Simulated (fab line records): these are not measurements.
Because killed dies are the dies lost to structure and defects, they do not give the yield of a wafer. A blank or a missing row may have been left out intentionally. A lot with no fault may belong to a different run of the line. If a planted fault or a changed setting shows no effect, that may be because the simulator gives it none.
What tool caused it? :: flow berkeley-cmos170 :: 14 lots, 41 wafers sampled, at 5 steps of a route of 331

WHAT EACH GAUGE READ, for each wafer
UCB170_START_THK_MEAS_03. Usual: START_OXIDE_THK gives 20.1 nm (standard deviation 0.51).
lot: L725
measured: day 1 14:26
on: film-metro-03
START_OXIDE_THK (nm): 19.2 19.5 19.5
flag: 

lot: L726
measured: day 1 20:31
on: film-metro-04
START_OXIDE_THK (nm): 20.2 20.2 20.0
flag: 

lot: L728
measured: day 2 06:19
on: film-metro-02
START_OXIDE_THK (nm): 20.4 20.1 20.2
flag: 

lot: L731
measured: day 2 19:43
on: film-metro-02
START_OXIDE_THK (nm): 20.5 20.6 21.0
flag: 

lot: L734
measured: day 3 12:32
on: film-metro-03
START_OXIDE_THK (nm): 19.3 19.4
flag: 

lot: L736
measured: day 3 22:10
on: film-metro-03
START_OXIDE_THK (nm): 20.6 20.9 20.7
flag: 

lot: L737
measured: day 4 01:32
on: film-metro-04
START_OXIDE_THK (nm): 20.2 20.0 19.8
flag: 

lot: L740
measured: day 4 14:45
on: film-metro-03
START_OXIDE_THK (nm): 20.1 20.2 20.3
flag: 

lot: L739
measured: day 4 14:46
on: film-metro-04
START_OXIDE_THK (nm): 20.5 20.4 20.7
flag: 

lot: L741
measured: day 4 20:45
on: film-metro-03
START_OXIDE_THK (nm): 20.2 20.2 20.1
flag: 

lot: L742
measured: day 5 01:04
on: film-metro-04
START_OXIDE_THK (nm): 20.8 21.0 20.7
flag: 

lot: L744
measured: day 5 13:19
on: film-metro-03
START_OXIDE_THK (nm): 20.1 20.1 19.6
flag: 

lot: L745
measured: day 5 16:10
on: film-metro-04
START_OXIDE_THK (nm): 19.8 19.8 20.2
flag: 

lot: L747
measured: day 6 03:10
on: film-metro-02
START_OXIDE_THK (nm): 19.6 19.4 19.3
flag: 

UCB170_NWELL_THK_MEAS_05. Usual: NWELL_NITRIDE_THK gives 224.9 nm (standard deviation 2.3).
lot: L725
measured: day 2 06:14
on: film-metro-04
NWELL_NITRIDE_THK (nm): 227.1 228.7 228.0
flag: 

lot: L726
measured: day 2 12:09
on: film-metro-04
NWELL_NITRIDE_THK (nm): 221.8 219.9 219.5
flag: 

lot: L728
measured: day 3 00:16
on: film-metro-04
NWELL_NITRIDE_THK (nm): 225.5 227.4 222.8
flag: 

lot: L731
measured: day 3 11:43
on: film-metro-03
NWELL_NITRIDE_THK (nm): 225.4 223.3 224.6
flag: 

lot: L734
measured: day 4 06:52
on: film-metro-03
NWELL_NITRIDE_THK (nm): 224.6 224.2
flag: 

lot: L736
measured: day 4 13:43
on: film-metro-01
NWELL_NITRIDE_THK (nm): 226.4 225.6 224.5
flag: 

lot: L737
measured: day 4 16:18
on: film-metro-03
NWELL_NITRIDE_THK (nm): 223.9 224.0 223.9
flag: 

lot: L740
measured: day 5 03:18
on: film-metro-01
NWELL_NITRIDE_THK (nm): 226.4 225.9 226.1
flag: 

lot: L739
measured: day 5 03:16
on: film-metro-03
NWELL_NITRIDE_THK (nm): 227.4 226.0 227.2
flag: 

lot: L741
measured: day 5 12:22
on: film-metro-03
NWELL_NITRIDE_THK (nm): 225.2 225.7 225.3
flag: 

lot: L742
measured: day 5 18:22
on: film-metro-03
NWELL_NITRIDE_THK (nm): 223.6 222.0 224.2
flag: 

lot: L744
measured: day 6 02:59
on: film-metro-04
NWELL_NITRIDE_THK (nm): 228.9 228.8 230.6
flag: 

lot: L745
measured: day 6 08:11
on: film-metro-04
NWELL_NITRIDE_THK (nm): 220.6 222.3 221.7
flag: 

lot: L747
measured: day 6 16:28
on: film-metro-04
NWELL_NITRIDE_THK (nm): 226.5 226.3 225.0
flag: 

UCB170_NWELL_TW_MEAS_16. Usual: NWELL_TW gives 1247 (standard deviation 22).
lot: L725
measured: day 2 07:40
on: film-metro-04
NWELL_TW: 1250 1246 1245
flag: 

lot: L726
measured: day 2 14:10
on: film-metro-01
NWELL_TW: 1218 1218 1222
flag: 

lot: L728
measured: day 3 01:41
on: film-metro-03
NWELL_TW: 1273 1271 1270
flag: 

lot: L731
measured: day 3 13:43
on: film-metro-01
NWELL_TW: 1216 1225 1214
flag: 

lot: L734
measured: day 4 08:10
on: film-metro-01
NWELL_TW: 1217 1215
flag: 

lot: L736
measured: day 4 15:43
on: film-metro-01
NWELL_TW: 1218 1217 1222
flag: 

lot: L737
measured: day 4 18:22
on: film-metro-04
NWELL_TW: 1242 1249 1253
flag: 

lot: L740
measured: day 5 05:42
on: film-metro-03
NWELL_TW: 1273 1273 1270
flag: 

lot: L739
measured: day 5 05:33
on: film-metro-01
NWELL_TW: 1224 1223 1220
flag: 

lot: L741
measured: day 5 14:01
on: film-metro-04
NWELL_TW: 1255 1254 1248
flag: 

lot: L742
measured: day 5 20:23
on: film-metro-01
NWELL_TW: 1213 1218 1221
flag: 

lot: L744
measured: day 6 05:38
on: film-metro-03
NWELL_TW: 1255 1262 1256
flag: 

lot: L745
measured: day 6 09:28
on: film-metro-03
NWELL_TW: 1262 1257 1256
flag: 

lot: L747
measured: day 6 17:58
on: film-metro-03
NWELL_TW: 1262 1264 1264
flag: 

UCB170_PLDD_CD_MEAS_06 targets a cd of 1200 nm. Usual: cd-nm reads 1200.1 nm (standard deviation 1.4).
lot: L725
measured: day 5 17:45
on: cd-sem-01
cd-nm (nm): 1201.0 1202.2 1201.6
flag: 

lot: L726
measured: day 6 05:31
on: cd-sem-02
cd-nm (nm): 1199.9 1199.5 1199.0
flag: 

lot: L728
measured: day 6 18:56
on: cd-sem-01
cd-nm (nm): 1198.7 1198.5 1198.6
flag: 

lot: L731
measured: day 6 19:17
on: cd-sem-01
cd-nm (nm): 1201.0 1199.9 1201.0
flag: 

lot: L734
measured: day 7 20:11
on: cd-sem-01
cd-nm (nm): 1212.5 1213.2 1212.3 1213.1
flag: OFF

lot: L736
measured: day 8 04:28
on: cd-sem-01
cd-nm (nm): 1210.4 1210.2 1211.7 1210.3 1210.2 1211.8
flag: OFF

lot: L737
measured: day 8 04:41
on: cd-sem-02
cd-nm (nm): 1199.6 1199.3 1199.8
flag: 

lot: L740
measured: day 8 21:07
on: cd-sem-02
cd-nm (nm): 1201.0 1202.1 1200.9
flag: 

lot: L739
measured: day 8 20:54
on: cd-sem-01
cd-nm (nm): 1200.5 1199.3 1200.7
flag: 

lot: L741
measured: day 9 09:17
on: cd-sem-01
cd-nm (nm): 1200.6 1199.2 1200.6
flag: 

lot: L742
measured: day 9 09:51
on: cd-sem-02
cd-nm (nm): 1201.2 1199.4 1199.7
flag: 

lot: L744
measured: day 10 05:02
on: cd-sem-01
cd-nm (nm): 1198.3 1200.2 1198.8
flag: 

lot: L745
measured: day 10 05:20
on: cd-sem-01
cd-nm (nm): 1200.9 1202.1 1200.6
flag: 

lot: L747
measured: day 10 16:32
on: cd-sem-01
cd-nm (nm): 1200.3 1199.6 1200.2
flag: 

EACH LOT AND THE TOOL THAT RAN IT (in order: tool; ch and the chambers of the sampled wafers; start)
lot: L725
UCB170_PLDD_SOFTBAKE_02: litho-track-04 ch 0, day 5 17:03

lot: L726
UCB170_PLDD_SOFTBAKE_02: litho-track-04 ch 0, day 6 04:26

lot: L728
UCB170_PLDD_SOFTBAKE_02: litho-track-02 ch 0, day 6 18:03

lot: L731
UCB170_PLDD_SOFTBAKE_02: litho-track-01 ch 0, day 6 18:29

lot: L734
UCB170_PLDD_SOFTBAKE_02: litho-track-02 ch 0, day 7 19:23

lot: L736
UCB170_PLDD_SOFTBAKE_02: litho-track-02 ch 0, day 8 03:46

lot: L737
UCB170_PLDD_SOFTBAKE_02: litho-track-04 ch 0, day 8 03:52

lot: L740
UCB170_PLDD_SOFTBAKE_02: litho-track-01 ch 0, day 8 20:26

lot: L739
UCB170_PLDD_SOFTBAKE_02: litho-track-04 ch 0, day 8 20:14

lot: L741
UCB170_PLDD_SOFTBAKE_02: litho-track-01 ch 0, day 9 08:25

lot: L742
UCB170_PLDD_SOFTBAKE_02: litho-track-01 ch 0, day 9 08:50

lot: L744
UCB170_PLDD_SOFTBAKE_02: litho-track-04 ch 0, day 10 04:20

lot: L745
UCB170_PLDD_SOFTBAKE_02: litho-track-01 ch 0, day 10 04:41

lot: L747
UCB170_PLDD_SOFTBAKE_02: litho-track-04 ch 0, day 10 15:59
- UCB170_PLDD_SOFTBAKE_02: time 60 s.

AS READ BY THE TOOLS THEMSELVES (means over the sampled wafers that have a number; for cases with no such wafer, the mark the record gives instead)
UCB170_PLDD_SOFTBAKE_02. Usual: exhaust-pa 44.8 Pa, standard deviation 0.82; heater-power-total-W 56.80 W, standard deviation 0.046; plate-temp-C 130.03 C, standard deviation 0.13.
lot: L725
tool: litho-track-04
exhaust-pa (Pa): 44.2
heater-power-total-W (W): 56.86
plate-temp-C (C): 130.07
flag: 

lot: L726
tool: litho-track-04
exhaust-pa (Pa): 46.4
heater-power-total-W (W): 56.81
plate-temp-C (C): 130.03
flag: 

lot: L728
tool: litho-track-02
exhaust-pa (Pa): 44.5
heater-power-total-W (W): 56.82
plate-temp-C (C): 129.84
flag: 

lot: L731
tool: litho-track-01
exhaust-pa (Pa): 45.2
heater-power-total-W (W): 56.82
plate-temp-C (C): 130.10
flag: 

lot: L734
tool: litho-track-02
exhaust-pa (Pa): 44.8
heater-power-total-W (W): 59.50
plate-temp-C (C): 134.51
flag: OFF

lot: L736
tool: litho-track-02
exhaust-pa (Pa): 44.1
heater-power-total-W (W): 59.49
plate-temp-C (C): 134.88
flag: OFF

lot: L737
tool: litho-track-04
exhaust-pa (Pa): 44.3
heater-power-total-W (W): 56.80
plate-temp-C (C): 129.90
flag: 

lot: L740
tool: litho-track-01
exhaust-pa (Pa): 45.6
heater-power-total-W (W): 56.80
plate-temp-C (C): 130.18
flag: 

lot: L739
tool: litho-track-04
exhaust-pa (Pa): 43.9
heater-power-total-W (W): 56.81
plate-temp-C (C): 129.70
flag: 

lot: L741
tool: litho-track-01
exhaust-pa (Pa): 44.6
heater-power-total-W (W): 56.74
plate-temp-C (C): 130.07
flag: 

lot: L742
tool: litho-track-01
exhaust-pa (Pa): 44.8
heater-power-total-W (W): 56.81
plate-temp-C (C): 130.06
flag: 

lot: L744
tool: litho-track-04
exhaust-pa (Pa): 45.2
heater-power-total-W (W): 56.82
plate-temp-C (C): 130.03
flag: 

lot: L745
tool: litho-track-01
exhaust-pa (Pa): 45.0
heater-power-total-W (W): 56.79
plate-temp-C (C): 129.93
flag: 

lot: L747
tool: litho-track-04
exhaust-pa (Pa): 44.0
heater-power-total-W (W): 56.76
plate-temp-C (C): 130.02
flag: 

THE ANSWER, worked out from the rows above alone
Rule: lot off if the mean of its wafers having a number is beyond 3 standard deviations from the usual mean. A lot without any number at a reading at which 4 lots or more have one is off too. The other lots that the step has rows for count as sound. First the gauges in route order, then the tools' own readings, where a lot's mean is used as printed above. The first step at which some lot is off is used, and at that step the reading that is off furthest; a lot without a number counts as furthest.
Off: L734, L736, at UCB170_PLDD_CD_MEAS_06 (cd-nm).
A tool fits if, at a process step before that reading, it ran every lot that is off, and no sound lot after the first of them. Not tried: the gauges at UCB170_PLDD_CD_MEAS_06; whatever is off there is also off at UCB170_PLDD_SOFTBAKE_02, on other tools, and gauge error can't account for it. One fits: UCB170_PLDD_SOFTBAKE_02 on litho-track-02. Its last sound lot is L728 (day 6 18:03), its first lot that is off L734 (day 7 19:23): a fault that began between those two fits.
The tool's own readings at UCB170_PLDD_SOFTBAKE_02 bear it out: on the lots that are off they differ by more than 5 times the standard deviation of the sound lots' means. heater-power-total-W reads 59.50 W there against 56.80 W on the sound lots; plate-temp-C reads 134.69 C there against 129.99 C on the sound lots.

WHAT HAD BEEN PUT IN BY THE SIMULATOR
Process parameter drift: litho-track-02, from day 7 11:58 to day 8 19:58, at UCB170_PLDD_SOFTBAKE_02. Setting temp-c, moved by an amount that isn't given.
Shown lots that were struck: L734, L736. The rule above reached the same finding.
